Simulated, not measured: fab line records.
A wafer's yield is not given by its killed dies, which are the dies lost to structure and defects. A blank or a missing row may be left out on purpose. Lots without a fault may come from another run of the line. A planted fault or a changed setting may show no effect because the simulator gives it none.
fab line records :: flow rit-cmos
record
  lots=6
  wafers=18
  last-day=7
route steps=202 shown PLDD@121 SPACER@125 NSD@131 M1@202
lots that met no fault: from a run of the same line without faults
start-h: hours from the record's first day to the start of the lot's first wafer shown :: wait-h: hours since the lot's step before :: " same as the row above :: L1.1+2: a row that stands for several wafers :: - no value present, or no start provided :: * or withheld: withheld :: < > ~ a bound
route shown NAME@n: names a module that has steps shown in the file, with the first one's number in the route :: usual: mean and standard deviation over wafers with no fault :: same: alike in all rows :: chamber/n: place in a boat :: sites: the reading at each site :: _std_site: their standard deviation :: _edge_site: the outer-site mean with the inner-site mean subtracted :: radius-mm: for every site, how far away it sits from the centre of the wafer :: mask NAME#n: copy n :: behind: the most recent tool/chamber to have shaped the wafer :: hold: reason for holding the lot/hours on hold/outcome of the hold :: device: whichever transistor did not switch (one of n, p or np) :: end of line: the route-end tests of the same wafers :: a step given without rows: its recipe and nothing more :: killed: the dies lost at the first sort to structure and to defects; this is not the yield of the wafer :: map: the dies of a wafer, with x for killed, . for not killed, _ for no die there
set.NAME: the setting that was run; set.NAME@STEP: the one run at that earlier step :: model.NAME: the simulator's own value behind a step, which no gauge read
lots at some steps of the route; a table a step, a row a wafer
services: when a tool's chamber went out of use (start-h, in hours from the record's first day, below 0 if earlier), for how many hours, and the reason
## steps
# step RIT_PLDD_HARDBAKE_07
# recipe
  resist=NOVOLAK
  temp-c=140
  time-s=60
# step RIT_PLDD_IMPLANT_08
# recipe
  species=BF2
  energy-kev=20
  dose-cm2=9e+14
  tilt-deg=7
# step RIT_PLDD_STRIP_09
# recipe
  chemistry=O2
  time-s=180
  resist=NOVOLAK
  platen-temp-c=withheld
  power-w=500
  pressure-mtorr=4000
  o2-flow-sccm=4000
# usual
  drypump-motor-current-A=5.8/0.5
lot.wafer: L375.1
tool: plasma-asher-01
chamber: 0
start-h: 49.73
wait-h: 0.1
drypump-motor-current-A: 5.9
rf-hours-counter-h: 25

lot.wafer: L375.3
tool: plasma-asher-01
chamber: 0
start-h: 49.73
wait-h: 0.1
drypump-motor-current-A: 5.9
rf-hours-counter-h: -

lot.wafer: L375.4
tool: plasma-asher-01
chamber: 1
start-h: 49.73
wait-h: 0.1
drypump-motor-current-A: 6.3
rf-hours-counter-h: -

lot.wafer: L381.1
tool: plasma-asher-01
chamber: 0
start-h: 80.12
wait-h: 0.1
drypump-motor-current-A: 5.8
rf-hours-counter-h: 28

lot.wafer: L381.5
tool: plasma-asher-01
chamber: 0
start-h: 80.12
wait-h: 0.1
drypump-motor-current-A: 5.8
rf-hours-counter-h: -

lot.wafer: L381.6
tool: plasma-asher-01
chamber: 1
start-h: 80.12
wait-h: 0.1
drypump-motor-current-A: 6.2
rf-hours-counter-h: -

lot.wafer: L386.1
tool: plasma-asher-03
chamber: 0
start-h: 107.99
wait-h: 0.1
drypump-motor-current-A: 6.4
rf-hours-counter-h: 47

lot.wafer: L386.2
tool: plasma-asher-03
chamber: 1
start-h: 107.99
wait-h: 0.1
drypump-motor-current-A: 5.3
rf-hours-counter-h: 47

lot.wafer: L386.6
tool: plasma-asher-03
chamber: 0
start-h: 107.99
wait-h: 0.1
drypump-motor-current-A: 6.4
rf-hours-counter-h: -

lot.wafer: L392.1
tool: plasma-asher-01
chamber: 1
start-h: 135.87
wait-h: 0.1
drypump-motor-current-A: 6.2
rf-hours-counter-h: 35

lot.wafer: L392.3
tool: plasma-asher-01
chamber: 0
start-h: 135.87
wait-h: 0.1
drypump-motor-current-A: 5.8
rf-hours-counter-h: -

lot.wafer: L392.6
tool: plasma-asher-01
chamber: 0
start-h: 135.87
wait-h: 0.1
drypump-motor-current-A: 5.9
rf-hours-counter-h: -

lot.wafer: L394.4
tool: plasma-asher-03
chamber: 1
start-h: 148.76
wait-h: 0.1
drypump-motor-current-A: 5.3
rf-hours-counter-h: -

lot.wafer: L394.5
tool: plasma-asher-03
chamber: 0
start-h: 148.76
wait-h: 0.1
drypump-motor-current-A: 6.4
rf-hours-counter-h: -

lot.wafer: L394.6
tool: plasma-asher-03
chamber: 1
start-h: 148.76
wait-h: 0.1
drypump-motor-current-A: 5.2
rf-hours-counter-h: -

lot.wafer: L396.3
tool: plasma-asher-03
chamber: 1
start-h: 157.83
wait-h: 0.1
drypump-motor-current-A: 5.3
rf-hours-counter-h: -

lot.wafer: L396.4
tool: plasma-asher-03
chamber: 0
start-h: 157.83
wait-h: 0.1
drypump-motor-current-A: 6.4
rf-hours-counter-h: -

lot.wafer: L396.6
tool: plasma-asher-03
chamber: 0
start-h: 157.83
wait-h: 0.1
drypump-motor-current-A: 6.4
rf-hours-counter-h: -
# step RIT_PLDD_TW_MEAS_10
# usual
  PLDD_TW=2339/10
lot.wafer: L375.1
tool: film-metro-02
chamber: -
start-h: 49.90
wait-h: 0.1
PLDD_TW: 2324

lot.wafer: L375.3
tool: film-metro-02
chamber: -
start-h: 49.90
wait-h: 0.1
PLDD_TW: 2335

lot.wafer: L375.4
tool: film-metro-02
chamber: -
start-h: 49.90
wait-h: 0.1
PLDD_TW: 2332

lot.wafer: L381.1
tool: film-metro-03
chamber: -
start-h: 80.29
wait-h: 0.1
PLDD_TW: 2343

lot.wafer: L381.5
tool: film-metro-03
chamber: -
start-h: 80.29
wait-h: 0.1
PLDD_TW: 2343

lot.wafer: L381.6
tool: film-metro-03
chamber: -
start-h: 80.29
wait-h: 0.1
PLDD_TW: 2332

lot.wafer: L386.1
tool: film-metro-04
chamber: -
start-h: 108.16
wait-h: 0.1
PLDD_TW: 2337

lot.wafer: L386.2
tool: film-metro-04
chamber: -
start-h: 108.16
wait-h: 0.1
PLDD_TW: 2325

lot.wafer: L386.6
tool: film-metro-04
chamber: -
start-h: 108.16
wait-h: 0.1
PLDD_TW: 2325

lot.wafer: L392.1
tool: film-metro-03
chamber: -
start-h: 136.04
wait-h: 0.1
PLDD_TW: 2345

lot.wafer: L392.3
tool: film-metro-03
chamber: -
start-h: 136.04
wait-h: 0.1
PLDD_TW: 2341

lot.wafer: L392.6
tool: film-metro-03
chamber: -
start-h: 136.04
wait-h: 0.1
PLDD_TW: 2351

lot.wafer: L394.4
tool: film-metro-02
chamber: -
start-h: 148.91
wait-h: 0.1
PLDD_TW: 2351

lot.wafer: L394.5
tool: film-metro-02
chamber: -
start-h: 148.91
wait-h: 0.1
PLDD_TW: 2343

lot.wafer: L394.6
tool: film-metro-02
chamber: -
start-h: 148.91
wait-h: 0.1
PLDD_TW: 2349

lot.wafer: L396.3
tool: film-metro-02
chamber: -
start-h: 157.97
wait-h: 0.1
PLDD_TW: 2349

lot.wafer: L396.4
tool: film-metro-02
chamber: -
start-h: 157.97
wait-h: 0.1
PLDD_TW: 2340

lot.wafer: L396.6
tool: film-metro-02
chamber: -
start-h: 157.97
wait-h: 0.1
PLDD_TW: 2339
# step RIT_SPACER_CLEAN_00
# recipe
  chemistry=SC1
  mix=3:3:50
  time-s=600
  temp-c=75
# step RIT_SPACER_CLEAN_01
# recipe
  chemistry=dHF
  dilution=50:1
  time-s=30
# step RIT_SPACER_CLEAN_02
# recipe
  chemistry=SC2
  mix=3:3:50
  time-s=600
  temp-c=75
  dry=n2-spin
# step RIT_SPACER_CVD_03
# recipe
  material=Si3N4
  target-thk-nm=250
  temp-c=810
  precursor=SiH2Cl2/NH3
  time-s=3300
  pressure-mtorr=300
  sih2cl2-flow-sccm=60
  nh3-flow-sccm=150
# step RIT_SPACER_THK_MEAS_04
# recipe
  reads=Si3N4_of_SPACER_CVD_03
# usual
  SPACER_NITRIDE_THK=249.9/2.2
lot.wafer: L375.1
tool: film-metro-01
chamber: -
start-h: 52.26
wait-h: 0.0
SPACER_NITRIDE_THK[nm]: 250.8

lot.wafer: L375.3
tool: film-metro-01
chamber: -
start-h: 52.26
wait-h: 0.0
SPACER_NITRIDE_THK[nm]: 251.1

lot.wafer: L375.4
tool: film-metro-01
chamber: -
start-h: 52.26
wait-h: 0.0
SPACER_NITRIDE_THK[nm]: 247.3

lot.wafer: L381.1
tool: film-metro-04
chamber: -
start-h: 82.65
wait-h: 0.0
SPACER_NITRIDE_THK[nm]: 248.6

lot.wafer: L381.5
tool: film-metro-04
chamber: -
start-h: 82.65
wait-h: 0.0
SPACER_NITRIDE_THK[nm]: 252.8

lot.wafer: L381.6
tool: film-metro-04
chamber: -
start-h: 82.65
wait-h: 0.0
SPACER_NITRIDE_THK[nm]: 249.8

lot.wafer: L386.1
tool: film-metro-01
chamber: -
start-h: 110.68
wait-h: 0.0
SPACER_NITRIDE_THK[nm]: 247.1

lot.wafer: L386.2
tool: film-metro-01
chamber: -
start-h: 110.68
wait-h: 0.0
SPACER_NITRIDE_THK[nm]: 249.1

lot.wafer: L386.6
tool: film-metro-01
chamber: -
start-h: 110.68
wait-h: 0.0
SPACER_NITRIDE_THK[nm]: 248.9

lot.wafer: L392.1
tool: film-metro-04
chamber: -
start-h: 139.69
wait-h: 0.0
SPACER_NITRIDE_THK[nm]: 245.6

lot.wafer: L392.3
tool: film-metro-04
chamber: -
start-h: 139.69
wait-h: 0.0
SPACER_NITRIDE_THK[nm]: 245.9

lot.wafer: L392.6
tool: film-metro-04
chamber: -
start-h: 139.69
wait-h: 0.0
SPACER_NITRIDE_THK[nm]: 249.6

lot.wafer: L394.4
tool: film-metro-01
chamber: -
start-h: 151.25
wait-h: 0.0
SPACER_NITRIDE_THK[nm]: 251.2

lot.wafer: L394.5
tool: film-metro-01
chamber: -
start-h: 151.25
wait-h: 0.0
SPACER_NITRIDE_THK[nm]: 251.0

lot.wafer: L394.6
tool: film-metro-01
chamber: -
start-h: 151.25
wait-h: 0.0
SPACER_NITRIDE_THK[nm]: 251.9

lot.wafer: L396.3
tool: film-metro-04
chamber: -
start-h: 160.34
wait-h: 0.0
SPACER_NITRIDE_THK[nm]: 254.7

lot.wafer: L396.4
tool: film-metro-04
chamber: -
start-h: 160.34
wait-h: 0.0
SPACER_NITRIDE_THK[nm]: 252.1

lot.wafer: L396.6
tool: film-metro-04
chamber: -
start-h: 160.34
wait-h: 0.0
SPACER_NITRIDE_THK[nm]: 252.1
# step RIT_SPACER_ETCHBACK_05
# recipe
  target-depth-a=2500
  SF6_flow_sccm=30
  CHF3_flow_sccm=30
  target=Si3N4
  chemistry=SF6/CHF3
  pressure-mtorr=40
  rf-w=250
  time-s=240
  stop-on=SiO2
# usual
  drypump-motor-current-A=5.7/0.42
  oes-product-au=0.840/0.013
  throttle-valve-pct=10.31/0.18
lot.wafer: L375.1
tool: rie-diel-04
chamber: 3
start-h: 52.32
wait-h: 0.1
drypump-motor-current-A: 6.1
oes-product-au: 0.844
rf-hours-counter-h: 27
throttle-valve-pct: 10.14

lot.wafer: L375.3
tool: rie-diel-04
chamber: 1
start-h: 52.32
wait-h: 0.1
drypump-motor-current-A: 6.6
oes-product-au: 0.844
rf-hours-counter-h: 5
throttle-valve-pct: 10.30

lot.wafer: L375.4
tool: rie-diel-04
chamber: 2
start-h: 52.32
wait-h: 0.1
drypump-motor-current-A: 5.5
oes-product-au: 0.812
rf-hours-counter-h: 164
throttle-valve-pct: 10.08

lot.wafer: L381.1
tool: rie-diel-04
chamber: 1
start-h: 82.71
wait-h: 0.1
drypump-motor-current-A: 6.7
oes-product-au: 0.842
rf-hours-counter-h: 6
throttle-valve-pct: 10.31

lot.wafer: L381.5
tool: rie-diel-04
chamber: 0
start-h: 82.71
wait-h: 0.1
drypump-motor-current-A: 5.8
oes-product-au: 0.848
rf-hours-counter-h: -
throttle-valve-pct: 10.47

lot.wafer: L381.6
tool: rie-diel-04
chamber: 3
start-h: 82.71
wait-h: 0.1
drypump-motor-current-A: 6.1
oes-product-au: 0.847
rf-hours-counter-h: -
throttle-valve-pct: 10.13

lot.wafer: L386.1
tool: rie-diel-01
chamber: 2
start-h: 110.74
wait-h: 0.1
drypump-motor-current-A: 5.5
oes-product-au: 0.824
rf-hours-counter-h: 23
throttle-valve-pct: 10.52

lot.wafer: L386.2
tool: rie-diel-01
chamber: 3
start-h: 110.74
wait-h: 0.1
drypump-motor-current-A: 5.4
oes-product-au: 0.853
rf-hours-counter-h: 132
throttle-valve-pct: 10.03

lot.wafer: L386.6
tool: rie-diel-01
chamber: 0
start-h: 110.74
wait-h: 0.1
drypump-motor-current-A: 5.3
oes-product-au: 0.845
rf-hours-counter-h: -
throttle-valve-pct: 10.24

lot.wafer: L392.1
tool: rie-diel-01
chamber: 2
start-h: 139.75
wait-h: 0.1
drypump-motor-current-A: 5.5
oes-product-au: 0.827
rf-hours-counter-h: 24
throttle-valve-pct: 10.54

lot.wafer: L392.3
tool: rie-diel-01
chamber: 3
start-h: 139.75
wait-h: 0.1
drypump-motor-current-A: 5.4
oes-product-au: 0.839
rf-hours-counter-h: 133
throttle-valve-pct: 10.03

lot.wafer: L392.6
tool: rie-diel-01
chamber: 3
start-h: 139.75
wait-h: 0.1
drypump-motor-current-A: 5.4
oes-product-au: 0.862
rf-hours-counter-h: -
throttle-valve-pct: 10.03

lot.wafer: L394.4
tool: rie-diel-04
chamber: 3
start-h: 151.28
wait-h: 0.0
drypump-motor-current-A: 6.1
oes-product-au: 0.856
rf-hours-counter-h: 29
throttle-valve-pct: 10.12

lot.wafer: L394.5
tool: rie-diel-04
chamber: 3
start-h: 151.28
wait-h: 0.0
drypump-motor-current-A: 6.1
oes-product-au: 0.860
rf-hours-counter-h: -
throttle-valve-pct: 10.14

lot.wafer: L394.6
tool: rie-diel-04
chamber: 2
start-h: 151.28
wait-h: 0.0
drypump-motor-current-A: 5.4
oes-product-au: 0.853
rf-hours-counter-h: -
throttle-valve-pct: 10.09

lot.wafer: L396.3
tool: rie-diel-04
chamber: 3
start-h: 160.38
wait-h: 0.0
drypump-motor-current-A: 6.1
oes-product-au: 0.866
rf-hours-counter-h: 29
throttle-valve-pct: 10.14

lot.wafer: L396.4
tool: rie-diel-04
chamber: 2
start-h: 160.38
wait-h: 0.0
drypump-motor-current-A: 5.5
oes-product-au: 0.856
rf-hours-counter-h: 2
throttle-valve-pct: 10.08

lot.wafer: L396.6
tool: rie-diel-04
chamber: 3
start-h: 160.38
wait-h: 0.0
drypump-motor-current-A: 6.1
oes-product-au: 0.840
rf-hours-counter-h: -
throttle-valve-pct: 10.14
# step RIT_NSD_HMDS_00
# recipe
  prime-time-s=60
  prime-temp-c=140
# step RIT_NSD_COAT_01
# recipe
  resist=NOVOLAK
  spin-rpm=3250
  resist-thk-nm=1000
# step RIT_NSD_SOFTBAKE_02
# recipe
  resist=NOVOLAK
  temp-c=90
  time-s=60
# usual
  chill-plate-temp-C=23.00/0.1
  heater-power-total-W=34.56/0.049
  plate-temp-C=90.00/0.14
  run-length-s=89.33/0.14
lot.wafer: L375.1
tool: litho-track-02
chamber: 0
start-h: 52.77
wait-h: 0.1
chill-plate-temp-C: 22.93
heater-power-total-W: 34.46
plate-temp-C: 90.03
run-length-s: 89.33

lot.wafer: L375.3
tool: litho-track-02
chamber: 0
start-h: 52.77
wait-h: 0.1
chill-plate-temp-C: 22.93
heater-power-total-W: 34.53
plate-temp-C: 90.05
run-length-s: 89.62

lot.wafer: L375.4
tool: litho-track-02
chamber: 0
start-h: 52.77
wait-h: 0.1
chill-plate-temp-C: 22.85
heater-power-total-W: 34.59
plate-temp-C: 90.02
run-length-s: 89.29

lot.wafer: L381.1
tool: litho-track-03
chamber: 0
start-h: 83.16
wait-h: 0.1
chill-plate-temp-C: 22.84
heater-power-total-W: 34.56
plate-temp-C: 89.97
run-length-s: 89.25

lot.wafer: L381.5
tool: litho-track-03
chamber: 0
start-h: 83.16
wait-h: 0.1
chill-plate-temp-C: 22.99
heater-power-total-W: 34.47
plate-temp-C: 89.96
run-length-s: 89.18

lot.wafer: L381.6
tool: litho-track-03
chamber: 0
start-h: 83.16
wait-h: 0.1
chill-plate-temp-C: 22.77
heater-power-total-W: 34.52
plate-temp-C: 90.06
run-length-s: 89.37

lot.wafer: L386.1
tool: litho-track-03
chamber: 0
start-h: 111.19
wait-h: 0.1
chill-plate-temp-C: 23.08
heater-power-total-W: 34.60
plate-temp-C: 90.09
run-length-s: 89.34

lot.wafer: L386.2
tool: litho-track-03
chamber: 0
start-h: 111.19
wait-h: 0.1
chill-plate-temp-C: 23.17
heater-power-total-W: 34.64
plate-temp-C: 90.10
run-length-s: 89.21

lot.wafer: L386.6
tool: litho-track-03
chamber: 0
start-h: 111.19
wait-h: 0.1
chill-plate-temp-C: 22.93
heater-power-total-W: 34.58
plate-temp-C: 90.06
run-length-s: 89.37

lot.wafer: L392.1
tool: litho-track-02
chamber: 0
start-h: 140.20
wait-h: 0.1
chill-plate-temp-C: 22.97
heater-power-total-W: 34.50
plate-temp-C: 89.96
run-length-s: 92.73

lot.wafer: L392.3
tool: litho-track-02
chamber: 0
start-h: 140.20
wait-h: 0.1
chill-plate-temp-C: 23.02
heater-power-total-W: 34.59
plate-temp-C: 90.04
run-length-s: 92.75

lot.wafer: L392.6
tool: litho-track-02
chamber: 0
start-h: 140.20
wait-h: 0.1
chill-plate-temp-C: 22.98
heater-power-total-W: 34.54
plate-temp-C: 89.95
run-length-s: 92.59

lot.wafer: L394.4
tool: litho-track-02
chamber: 0
start-h: 151.87
wait-h: 0.1
chill-plate-temp-C: 23.15
heater-power-total-W: 34.50
plate-temp-C: 89.90
run-length-s: 92.69

lot.wafer: L394.5
tool: litho-track-02
chamber: 0
start-h: 151.87
wait-h: 0.1
chill-plate-temp-C: 23.16
heater-power-total-W: 34.59
plate-temp-C: 90.04
run-length-s: 92.59

lot.wafer: L394.6
tool: litho-track-02
chamber: 0
start-h: 151.87
wait-h: 0.1
chill-plate-temp-C: 22.96
heater-power-total-W: 34.61
plate-temp-C: 89.95
run-length-s: 92.55

lot.wafer: L396.3
tool: litho-track-03
chamber: 0
start-h: 160.88
wait-h: 0.1
chill-plate-temp-C: 22.98
heater-power-total-W: 34.66
plate-temp-C: 89.85
run-length-s: 89.31

lot.wafer: L396.4
tool: litho-track-03
chamber: 0
start-h: 160.88
wait-h: 0.1
chill-plate-temp-C: 23.05
heater-power-total-W: 34.57
plate-temp-C: 89.92
run-length-s: 89.21

lot.wafer: L396.6
tool: litho-track-03
chamber: 0
start-h: 160.88
wait-h: 0.1
chill-plate-temp-C: 22.89
heater-power-total-W: 34.56
plate-temp-C: 89.85
run-length-s: 89.26
# step RIT_NSD_EXPOSE_03
# recipe
  mask-id=M9
  na=0.57
  target-cd-nm=40700
  dose-mj=250
# step RIT_M1_PROBE_99
# usual
  killed-at-contacts=0.1/0.24
  killed-at-front-end=7.1/3
  killed-dies=7.2/3
  killed-open=3.7/2
  killed-short=3.5/2
# same
  gross-dies=264
  killed_at_M0_to_M3=0
  killed_at_M4_up=0
  killed-at-back-side=0
  killed-at-other=0
lot.wafer: L392.1
tool: prober-01
chamber: -
start-h: 151.06
wait-h: 0.1
killed-at-contacts: 0
killed-at-front-end: 6
killed-dies: 6
killed-open: 4
killed-short: 2

lot.wafer: L392.3
tool: prober-01
chamber: -
start-h: 151.16
wait-h: 0.2
killed-at-contacts: 0
killed-at-front-end: 6
killed-dies: 6
killed-open: 3
killed-short: 3

lot.wafer: L392.6
tool: prober-01
chamber: -
start-h: 151.31
wait-h: 0.2
killed-at-contacts: 0
killed-at-front-end: 10
killed-dies: 10
killed-open: 6
killed-short: 4

lot.wafer: L394.4
tool: prober-01
chamber: -
start-h: 163.79
wait-h: 0.2
killed-at-contacts: 0
killed-at-front-end: 4
killed-dies: 4
killed-open: 2
killed-short: 2

lot.wafer: L394.5
tool: prober-01
chamber: -
start-h: 163.84
wait-h: 0.2
killed-at-contacts: 0
killed-at-front-end: 5
killed-dies: 5
killed-open: 2
killed-short: 3

lot.wafer: L394.6
tool: prober-01
chamber: -
start-h: 163.89
wait-h: 0.2
killed-at-contacts: 0
killed-at-front-end: 9
killed-dies: 9
killed-open: 4
killed-short: 5
# killed by level:class
L392.1 GATE:geometric-particle:open=2 SILICIDE:geometric-particle:open=2 GATE:geometric-particle:short=1 SPACER:geometric-particle:short=1
L392.3 GATE:geometric-particle:open=2 GATE:geometric-particle:short=2 SPACER:geometric-particle:short=1 SILICIDE:geometric-particle:open=1
L392.6 GATE:geometric-particle:open=2 SPACER:geometric-particle:open=2 SILICIDE:geometric-particle:short=2 GATE:geometric-particle:short=1 REOX:geometric-particle:short=1 REOX:geometric-particle:open=1 SILICIDE:geometric-particle:open=1
L394.4 FOX2:geometric-particle:short=2 FOX1:geometric-particle:open=1 SPACER:geometric-particle:open=1
L394.5 ACTIVE:geometric-particle:short=1 FOX1:geometric-particle:open=1 FOX1:geometric-particle:short=1 SPACER:geometric-particle:open=1 SILICIDE:geometric-particle:short=1
L394.6 SPACER:geometric-particle:short=3 FOX1:geometric-particle:open=1 FOX2:geometric-particle:open=1 REOX:geometric-particle:short=1 REOX:geometric-particle:open=1 SPACER:geometric-particle:open=1 SILICIDE:geometric-particle:short=1
## services
tool: rie-diel-01
chamber: -
start-h: 64.93
hours: 14.6
kind: pm

tool: plasma-asher-03
chamber: -
start-h: 66.92
hours: 2.8
kind: pm

tool: rie-diel-04
chamber: 2
start-h: 82.42
hours: -
kind: clean

tool: rie-diel-04
chamber: 2
start-h: 82.42
hours: 12.5
kind: scheduled-down

tool: rie-diel-04
chamber: 2
start-h: 82.42
hours: 12.5
kind: vent-cycle

tool: rie-diel-04
chamber: -
start-h: 144.67
hours: 1.0
kind: repair
## key
first-sign
  step=RIT_NSD_SOFTBAKE_02
  reading=run-length-s
  direction=up
  sigmas=24
  usual=*
  struck=*
effect none on later readings
met-at RIT_NSD_SOFTBAKE_02
struck-wafers L392.1,L392.3,L392.6,L394.4,L394.5,L394.6
tester-left-out L392,L394
onset-between 52.77 140.20
fault
  kind=process-parameter-drift
  tool=litho-track-02
  chamber=-
  onset-h=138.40
  steps=RIT_NSD_SOFTBAKE_02
  channel=time-s
  offset=*
  shape=step
  end-h=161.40
  acts-in=*
  stated=*
# tester-left-out: of these lots the tester's yield and bins aren't shown, on N5 and GAA mostly nor the transistor test; their killed dies are dies lost to structure and defects alone, not to doping, threshold or leakage, so they don't give the yield
